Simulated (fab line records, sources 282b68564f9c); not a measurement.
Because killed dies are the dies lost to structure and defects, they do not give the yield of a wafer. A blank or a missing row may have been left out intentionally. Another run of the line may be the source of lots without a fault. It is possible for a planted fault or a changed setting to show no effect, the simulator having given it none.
Which tool is to blame? / flow rit_cmos / 14 lots, 42 wafers sampled, at 2 steps of a route of 202

## WHAT THE GAUGES READ, wafer by wafer
RIT_NRETRO_TW_MEAS_10. Usual: for NRETRO_TW the level is 1046 and the standard deviation is 6.6.
lot=L447; measured=day 2 09:08; on=film_metro-04; NRETRO_TW=1049 1051 1049; flag=
lot=L448; measured=day 2 11:13; on=film_metro-02; NRETRO_TW=1044 1047 1043; flag=
lot=L449; measured=day 2 16:58; on=film_metro-03; NRETRO_TW=1040 1048 1044; flag=
lot=L450; measured=day 2 22:28; on=film_metro-03; NRETRO_TW=1043 1050 1042; flag=
lot=L451; measured=day 3 04:42; on=film_metro-04; NRETRO_TW=1044 1038 1043; flag=
lot=L452; measured=day 3 10:44; on=film_metro-02; NRETRO_TW=969 968 963; flag=OFF
lot=L454; measured=day 3 18:41; on=film_metro-02; NRETRO_TW=1051 1043 1043; flag=
lot=L456; measured=day 4 07:58; on=film_metro-02; NRETRO_TW=968 965 965; flag=OFF
lot=L461; measured=day 5 04:06; on=film_metro-04; NRETRO_TW=1046 1042 1042; flag=
lot=L465; measured=day 6 08:52; on=film_metro-02; NRETRO_TW=1041 1037 1034; flag=
lot=L467; measured=day 6 14:48; on=film_metro-04; NRETRO_TW=1054 1054 1053; flag=
lot=L468; measured=day 6 17:00; on=film_metro-03; NRETRO_TW=1057 1053 1058; flag=
lot=L469; measured=day 6 21:27; on=film_metro-03; NRETRO_TW=1053 1052 1059; flag=
lot=L470; measured=day 7 04:02; on=film_metro-03; NRETRO_TW=1050 1054 1055; flag=

## WHAT TOOL EACH LOT RAN ON (gives the tool, then ch and the chambers of the sampled wafers, and finally the start)
lot=L447; RIT_NRETRO_IMPLANT_08=implanter-04 ch 0, day 2 08:49
lot=L448; RIT_NRETRO_IMPLANT_08=implanter-04 ch 0, day 2 10:55
lot=L449; RIT_NRETRO_IMPLANT_08=implanter-04 ch 0, day 2 16:40
lot=L450; RIT_NRETRO_IMPLANT_08=implanter-04 ch 0, day 2 22:10
lot=L451; RIT_NRETRO_IMPLANT_08=implanter-03 ch 0, day 3 04:22
lot=L452; RIT_NRETRO_IMPLANT_08=implanter-04 ch 0, day 3 10:27
lot=L454; RIT_NRETRO_IMPLANT_08=implanter-03 ch 0, day 3 18:23
lot=L456; RIT_NRETRO_IMPLANT_08=implanter-04 ch 0, day 4 07:39
lot=L461; RIT_NRETRO_IMPLANT_08=implanter-03 ch 0, day 5 03:47
lot=L465; RIT_NRETRO_IMPLANT_08=implanter-01 ch 0, day 6 08:32
lot=L467; RIT_NRETRO_IMPLANT_08=implanter-01 ch 0, day 6 14:31
lot=L468; RIT_NRETRO_IMPLANT_08=implanter-04 ch 0, day 6 16:40
lot=L469; RIT_NRETRO_IMPLANT_08=implanter-01 ch 0, day 6 21:09
lot=L470; RIT_NRETRO_IMPLANT_08=implanter-03 ch 0, day 7 03:45
- RIT_NRETRO_IMPLANT_08

## AS READ BY THE TOOLS THEMSELVES (means over the sampled wafers that have a number; for cases with no such wafer, the mark the record gives instead)
RIT_NRETRO_IMPLANT_08. Usual: dose_ions_cm2 1.0003e+13, standard deviation 1.2e+10; faraday_current_uA 31.7, standard deviation 0.63.
lot=L447 tool=implanter-04 dose_ions_cm2=9.9893e+12 faraday_current_uA=32.0 flag=
lot=L448 tool=implanter-04 dose_ions_cm2=1.0005e+13 faraday_current_uA=31.9 flag=
lot=L449 tool=implanter-04 dose_ions_cm2=9.9943e+12 faraday_current_uA=31.5 flag=
lot=L450 tool=implanter-04 dose_ions_cm2=1.0001e+13 faraday_current_uA=32.1 flag=
lot=L451 tool=implanter-03 dose_ions_cm2=1.0027e+13 faraday_current_uA=31.2 flag=
lot=L452 tool=implanter-04 dose_ions_cm2=7.8007e+12 faraday_current_uA=24.8 flag=OFF
lot=L454 tool=implanter-03 dose_ions_cm2=9.9993e+12 faraday_current_uA=31.5 flag=
lot=L456 tool=implanter-04 dose_ions_cm2=7.8087e+12 faraday_current_uA=24.8 flag=OFF
lot=L461 tool=implanter-03 dose_ions_cm2=9.9920e+12 faraday_current_uA=32.0 flag=
lot=L465 tool=implanter-01 dose_ions_cm2=1.0000e+13 faraday_current_uA=32.3 flag=
lot=L467 tool=implanter-01 dose_ions_cm2=1.0003e+13 faraday_current_uA=32.1 flag=
lot=L468 tool=implanter-04 dose_ions_cm2=9.9857e+12 faraday_current_uA=32.0 flag=
lot=L469 tool=implanter-01 dose_ions_cm2=1.0008e+13 faraday_current_uA=31.9 flag=
lot=L470 tool=implanter-03 dose_ions_cm2=1.0009e+13 faraday_current_uA=31.9 flag=

## THE ANSWER, worked out from the rows above alone
Rule: lot off if the mean of its wafers having a number is beyond 3 standard deviations from the usual mean. Also off: a lot with no number at a reading for which 4 or more lots have one. The other lots that the step has rows for count as sound. The gauges are gone through in route order, then the tools' own readings, and for those a lot's mean is taken as printed above. At the first step where some lot is off, the reading lying furthest off is the one used; lots without a number count as furthest.
Off: L452, L456, at RIT_NRETRO_TW_MEAS_10 (NRETRO_TW).
A tool fits if, at a process step before that reading, it ran every lot that is off, and no sound lot after the first of them. The gauges at RIT_NRETRO_TW_MEAS_10 aren't tried: what is off there is off at RIT_NRETRO_IMPLANT_08 too, on other tools, and a gauge's error can't cause that. None of those tried fits.

## WHAT THE SIMULATOR HAD PUT IN
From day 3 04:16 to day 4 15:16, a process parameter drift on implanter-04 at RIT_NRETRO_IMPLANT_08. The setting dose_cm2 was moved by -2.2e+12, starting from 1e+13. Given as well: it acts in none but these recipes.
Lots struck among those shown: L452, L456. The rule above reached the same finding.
